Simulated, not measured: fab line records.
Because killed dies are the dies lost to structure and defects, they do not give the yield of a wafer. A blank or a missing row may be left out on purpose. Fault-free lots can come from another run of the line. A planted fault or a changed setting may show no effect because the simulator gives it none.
fab line records | flow rit_cmos
[record] lots = 6 | wafers = 18 | last_day = 7
route steps=202 shown PLDD@122 SPACER@125 NSD@131
lots that met no fault: from a run of the same line without faults
start_h: hours from the record's first day to the start of the lot's first wafer shown | wait_h: how many hours have passed since the lot's step before this one | " same as the row above | L1.1+2: several wafers, shown together as one row | - either no value or no given start | * or withheld: withheld | < > ~ a bound
route shown NAME@n: a module of which the file shows steps, and the number in the route of the first | usual: average and standard deviation across the fault-free wafers | same: alike in all rows | chamber/n: place in a boat | sites: each site's reading | _std_site: their standard deviation | _edge_site: the outer-site mean with the inner-site mean subtracted | radius_mm: for every site, how far away it sits from the centre of the wafer | mask NAME#n: copy n | behind: the most recent tool/chamber to have shaped the wafer | hold: the reason the lot was held/the length of the hold in hours/how it ended | device: the n, p or np transistor that did not switch | end of line: tests run on the same wafers once the route is complete | for a step that has no rows: nothing shown but its recipe | killed: dies lost to structure and defects at the first sort, not the wafer's yield | map: the dies of a wafer, with x for killed, . for not killed, _ for no die there
set.NAME: setting as actually run; set.NAME@STEP: the setting as run at that earlier step | model.NAME: the simulator's own value behind a step, which no gauge read
certain route steps with their lots: each step a table, each wafer a row
services: a tool's chamber out of use, with start hour (start_h, from the record's first day; less than 0 if before it), hours out, and reason
[[steps]]
[step RIT_PLDD_IMPLANT_08]
[recipe] species = BF2 | energy_kev = 20 | dose_cm2 = 9e+14 | tilt_deg = 7
[step RIT_PLDD_STRIP_09]
[recipe] chemistry = O2 | time_s = 180 | resist = NOVOLAK | platen_temp_c = withheld | power_w = 500 | pressure_mtorr = 4000 | o2_flow_sccm = 4000
[usual] drypump_motor_current_A = 5.8/0.38 | o2_flow_sccm = 4001/12
lot.wafer | tool            | chamber | start_h | wait_h | drypump_motor_current_A | o2_flow_sccm | rf_hours_counter_h
L374.1    | plasma_asher-02 | 0       | 52.51   | 0.1    | 6.4                     | 4012         | 26
L374.5    | "               | 0       | "       | "      | 6.4                     | 3991         | -
L374.6    | "               | 1       | "       | "      | 5.6                     | 3987         | -
L380.2    | plasma_asher-04 | 0       | 80.02   | 0.1    | 5.8                     | 4005         | 44
L380.4    | "               | 0       | "       | "      | 5.8                     | 3995         | -
L380.6    | "               | 0       | "       | "      | 5.7                     | 3990         | -
L381.4    | plasma_asher-04 | 1       | 84.61   | 0.1    | 5.4                     | 4004         | -
L381.5    | "               | 0       | "       | "      | 5.7                     | 4006         | -
L381.6    | "               | 1       | "       | "      | 5.4                     | 4012         | -
L385.4    | plasma_asher-04 | 0       | 104.04  | 0.1    | 5.8                     | 3998         | -
L385.5    | "               | 0       | "       | "      | 5.8                     | 4003         | -
L385.6    | "               | 1       | "       | "      | 5.4                     | 4002         | -
L394.4    | plasma_asher-04 | 0       | 149.10  | 0.1    | 5.8                     | 3991         | -
L394.5    | "               | 1       | "       | "      | 5.4                     | 3992         | -
L394.6    | "               | 0       | "       | "      | 5.8                     | 4000         | -
L396.2    | plasma_asher-02 | 0       | 159.05  | 0.1    | 6.4                     | 4004         | 36
L396.3    | "               | 1       | "       | "      | 5.5                     | 3990         | -
L396.6    | "               | 1       | "       | "      | 5.5                     | 3979         | -
[step RIT_PLDD_TW_MEAS_10]
[usual] PLDD_TW = 2343/20
lot.wafer | tool          | chamber | start_h | wait_h | PLDD_TW
L374.1    | film_metro-01 | -       | 52.69   | 0.1    | 2323
L374.5    | "             | -       | "       | "      | 2321
L374.6    | "             | -       | "       | "      | 2320
L380.2    | film_metro-02 | -       | 80.21   | 0.1    | 2359
L380.4    | "             | -       | "       | "      | 2360
L380.6    | "             | -       | "       | "      | 2363
L381.4    | film_metro-03 | -       | 84.76   | 0.1    | 2336
L381.5    | "             | -       | "       | "      | 2342
L381.6    | "             | -       | "       | "      | 2348
L385.4    | film_metro-01 | -       | 104.19  | 0.1    | 2301
L385.5    | "             | -       | "       | "      | 2314
L385.6    | "             | -       | "       | "      | 2311
L394.4    | film_metro-02 | -       | 149.24  | 0.1    | 2340
L394.5    | "             | -       | "       | "      | 2327
L394.6    | "             | -       | "       | "      | 2345
L396.2    | film_metro-01 | -       | 159.24  | 0.1    | 2320
L396.3    | "             | -       | "       | "      | 2297
L396.6    | "             | -       | "       | "      | 2308
[step RIT_SPACER_CLEAN_00]
[recipe] chemistry = SC1 | mix = 3:3:50 | time_s = 600 | temp_c = 75
[step RIT_SPACER_CLEAN_01]
[recipe] chemistry = dHF | dilution = 50:1 | time_s = 30
[step RIT_SPACER_CLEAN_02]
[recipe] chemistry = SC2 | mix = 3:3:50 | time_s = 600 | temp_c = 75 | dry = n2_spin
[step RIT_SPACER_CVD_03]
[recipe] material = Si3N4 | target_thk_nm = 250 | temp_c = 810 | precursor = SiH2Cl2/NH3 | time_s = 3226 | pressure_mtorr = 300 | sih2cl2_flow_sccm = 60 | nh3_flow_sccm = 150
[step RIT_SPACER_THK_MEAS_04]
[recipe] reads = Si3N4_of_SPACER_CVD_03
[usual] SPACER_NITRIDE_THK = 245.2/1.8
lot.wafer | tool          | chamber | start_h | wait_h | SPACER_NITRIDE_THK[nm]
L374.1    | film_metro-02 | -       | 55.78   | 0.0    | 245.6
L374.5    | "             | -       | "       | "      | 244.5
L374.6    | "             | -       | "       | "      | 246.8
L380.2    | film_metro-02 | -       | 82.57   | 0.0    | 247.4
L380.4    | "             | -       | "       | "      | 247.4
L380.6    | "             | -       | "       | "      | 247.9
L381.4    | film_metro-02 | -       | 87.28   | 0.1    | 245.8
L381.5    | "             | -       | "       | "      | 246.5
L381.6    | "             | -       | "       | "      | 244.2
L385.4    | film_metro-04 | -       | 106.60  | 0.1    | 248.1
L385.5    | "             | -       | "       | "      | 249.0
L385.6    | "             | -       | "       | "      | 247.8
L394.4    | film_metro-04 | -       | 151.59  | 0.1    | 245.0
L394.5    | "             | -       | "       | "      | 246.8
L394.6    | "             | -       | "       | "      | 244.8
L396.2    | film_metro-01 | -       | 161.58  | 0.0    | 244.9
L396.3    | "             | -       | "       | "      | 245.5
L396.6    | "             | -       | "       | "      | 243.4
[step RIT_SPACER_ETCHBACK_05]
[recipe] target_depth_a = 2500 | SF6_flow_sccm = 30 | CHF3_flow_sccm = 30 | target = Si3N4 | chemistry = SF6/CHF3 | pressure_mtorr = 40 | rf_w = 250 | time_s = 240 | stop_on = SiO2
[usual] drypump_motor_current_A = 5.95/0.21 | oes_product_au = 0.831/0.014 | throttle_valve_pct = 10.22/0.12
lot.wafer | tool        | chamber | start_h | wait_h | drypump_motor_current_A | oes_product_au | rf_hours_counter_h | throttle_valve_pct
L374.1    | rie_diel-04 | 1       | 55.84   | 0.1    | 5.72                    | 0.852          | 2                  | 10.56
L374.5    | "           | 1       | "       | "      | 5.71                    | 0.840          | -                  | 10.58
L374.6    | "           | 0       | "       | "      | 5.83                    | 0.822          | -                  | 10.17
L380.2    | rie_diel-04 | 2       | 82.62   | 0.0    | 6.19                    | 0.827          | 79                 | 10.10
L380.4    | "           | 1       | "       | "      | 5.69                    | 0.853          | 3                  | 10.58
L380.6    | "           | 0       | "       | "      | 5.82                    | 0.821          | -                  | 10.17
L381.4    | rie_diel-01 | 3       | 87.38   | 0.1    | 6.03                    | 0.819          | -                  | 10.08
L381.5    | "           | 1       | "       | "      | 6.08                    | 0.868          | -                  | 10.25
L381.6    | "           | 2       | "       | "      | 5.89                    | 0.827          | -                  | 10.22
L385.4    | rie_diel-01 | 2       | 106.63  | 0.0    | 5.86                    | 0.839          | 17                 | 10.24
L385.5    | "           | 0       | "       | "      | 6.08                    | 0.843          | -                  | 10.21
L385.6    | "           | 3       | "       | "      | 5.99                    | 0.829          | -                  | 10.06
L394.4    | rie_diel-01 | 1       | 151.62  | 0.0    | 6.10                    | 0.831          | 0                  | 10.24
L394.5    | "           | 1       | "       | "      | 6.11                    | 0.833          | -                  | 10.24
L394.6    | "           | 0       | "       | "      | 6.06                    | 0.822          | -                  | 10.22
L396.2    | rie_diel-04 | 1       | 161.63  | 0.0    | 5.76                    | 0.837          | 5                  | 10.58
L396.3    | "           | 3       | "       | "      | 5.47                    | 0.845          | 0                  | 10.10
L396.6    | "           | 2       | "       | "      | 6.21                    | 0.823          | -                  | 10.13
[step RIT_NSD_HMDS_00]
[recipe] prime_time_s = 60 | prime_temp_c = 140
[step RIT_NSD_COAT_01]
[recipe] resist = NOVOLAK | spin_rpm = 3250 | resist_thk_nm = 1000
[step RIT_NSD_SOFTBAKE_02]
[recipe] resist = NOVOLAK | temp_c = 90 | time_s = 60.96
[usual] plate_sensor_t_centre_C = 90.970/0.01 | plate_sensor_t_edge_C = 91.020/0.01
lot.wafer | tool           | chamber | start_h | wait_h | plate_sensor_t_centre_C | plate_sensor_t_edge_C
L374.1    | litho_track-03 | 0       | 56.29   | 0.1    | 90.960                  | 91.016
L374.5    | "              | 0       | "       | "      | 90.971                  | 91.016
L374.6    | "              | 0       | "       | "      | 90.957                  | 91.044
L380.2    | litho_track-04 | 0       | 83.09   | 0.1    | 90.965                  | 91.020
L380.4    | "              | 0       | "       | "      | 90.971                  | 91.003
L380.6    | "              | 0       | "       | "      | 90.961                  | 91.023
L381.4    | litho_track-03 | 0       | 87.83   | 0.1    | 90.971                  | 91.003
L381.5    | "              | 0       | "       | "      | 90.974                  | 91.015
L381.6    | "              | 0       | "       | "      | 90.982                  | 90.999
L385.4    | litho_track-04 | 0       | 107.17  | 0.1    | 90.977                  | 91.025
L385.5    | "              | 0       | "       | "      | 90.974                  | 91.023
L385.6    | "              | 0       | "       | "      | 90.970                  | 91.029
L394.4    | litho_track-03 | 0       | 152.14  | 0.1    | 90.972                  | 91.031
L394.5    | "              | 0       | "       | "      | 90.973                  | 91.029
L394.6    | "              | 0       | "       | "      | 90.950                  | 91.011
L396.2    | litho_track-01 | 0       | 162.35  | 0.1    | 90.977                  | 91.005
L396.3    | "              | 0       | "       | "      | 90.964                  | 91.011
L396.6    | "              | 0       | "       | "      | 90.956                  | 91.013
[step RIT_NSD_EXPOSE_03]
[recipe] mask_id = M9 | na = 0.57 | target_cd_nm = 40700 | dose_mj = 250
[usual] exposure_dose_mJ_cm2 = 249.93/0.21 | focus_offset_nm = 0.1/0.55
lot.wafer | tool             | chamber | start_h | wait_h | mask | exposure_dose_mJ_cm2 | focus_offset_nm
L374.1    | iline_stepper-02 | 0       | 56.44   | 0.1    | M9#0 | 249.64               | -0.5
L374.5    | "                | 0       | "       | "      | M9#0 | 249.86               | -0.5
L374.6    | "                | 0       | "       | "      | M9#0 | 249.97               | -0.5
L380.2    | iline_stepper-01 | -       | 83.24   | 0.1    | M9#0 | -                    | -
L380.4    | "                | -       | "       | "      | M9#0 | -                    | -
L380.6    | "                | -       | "       | "      | M9#0 | -                    | -
L381.4    | iline_stepper-02 | -       | 88.09   | 0.2    | M9#0 | -                    | -
L381.5    | "                | -       | "       | "      | M9#0 | -                    | -
L381.6    | "                | -       | "       | "      | M9#0 | -                    | -
L385.4    | iline_stepper-02 | 0       | 107.43  | 0.2    | M9#0 | 250.24               | 0.5
L385.5    | "                | 0       | "       | "      | M9#0 | 250.03               | 0.0
L385.6    | "                | 0       | "       | "      | M9#0 | 250.08               | 0.9
L394.4    | iline_stepper-02 | 0       | 152.40  | 0.2    | M9#0 | 250.08               | -0.1
L394.5    | "                | 0       | "       | "      | M9#0 | 249.90               | -0.1
L394.6    | "                | 0       | "       | "      | M9#0 | 250.09               | 0.0
L396.2    | iline_stepper-02 | 0       | 162.66  | 0.3    | M9#0 | 249.97               | 0.3
L396.3    | "                | 0       | "       | "      | M9#0 | 249.65               | -0.2
L396.6    | "                | 0       | "       | "      | M9#0 | 249.89               | -0.2
[step RIT_NSD_PEB_04]
[recipe] resist = NOVOLAK | temp_c = withheld | time_s = withheld
[[services]]
tool             | chamber | start_h | hours | kind
iline_stepper-01 | 0       | 34.01   | -     | calibration
rie_diel-01      | 0       | 45.17   | 1.5   | repair
iline_stepper-02 | 0       | 63.35   | -     | calibration
iline_stepper-02 | -       | 63.47   | 1.7   | pm
rie_diel-01      | 0       | 72.89   | -     | clean
rie_diel-01      | 0       | 72.89   | -     | consumable_replace:esc
rie_diel-01      | 0       | 72.89   | 21.3  | scheduled_down
rie_diel-01      | 0       | 72.89   | 21.3  | vent_cycle
iline_stepper-02 | -       | 74.89   | 2.1   | pm
iline_stepper-02 | -       | 76.97   | -     | consumable_replace:lamp
rie_diel-04      | -       | 84.68   | 0.3   | repair
plasma_asher-02  | -       | 110.74  | 10.5  | repair
rie_diel-01      | 2       | 120.15  | 6.0   | repair
rie_diel-04      | 3       | 124.45  | -     | clean
rie_diel-04      | 3       | 124.45  | 26.7  | scheduled_down
rie_diel-04      | 3       | 124.45  | 26.7  | vent_cycle
plasma_asher-04  | -       | 125.93  | 8.0   | repair
rie_diel-01      | 1       | 126.12  | -     | clean
rie_diel-01      | 1       | 126.12  | 12.5  | scheduled_down
rie_diel-01      | 1       | 126.12  | 12.5  | vent_cycle
rie_diel-04      | 0       | 128.36  | 46.2  | repair
rie_diel-04      | 2       | 130.13  | 4.4   | repair
iline_stepper-01 | -       | 160.61  | 4.4   | pm
plasma_asher-04  | -       | 160.90  | 2.3   | repair
[[key]]
[first_sign] step = RIT_NSD_EXPOSE_03 | reading = tool_record | direction = missing
effect none on later readings
met_at RIT_NSD_EXPOSE_03
struck_wafers L380.2,L380.4,L380.6,L381.4,L381.5,L381.6
sort_left_out L380.2,L380.4,L380.6,L381.4,L381.5,L381.6
tester_left_out L380,L381
onset_between 56.44 83.24
[fault] kind = skipped_step_whole | tool = iline_stepper-01,iline_stepper-02 | chamber = - | onset_h = 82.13 | steps = RIT_NSD_EXPOSE_03 | scope = struck_lots_only
// tester_left_out: of these lots the tester's yield and bins aren't shown, on N5 and GAA mostly nor the transistor test; their killed dies are dies lost to structure and defects alone, not to doping, threshold or leakage, so they don't give the yield
// sort_left_out: the simulated sort isn't trusted on such a fault, so these wafers' sort isn't shown, and their yield isn't known
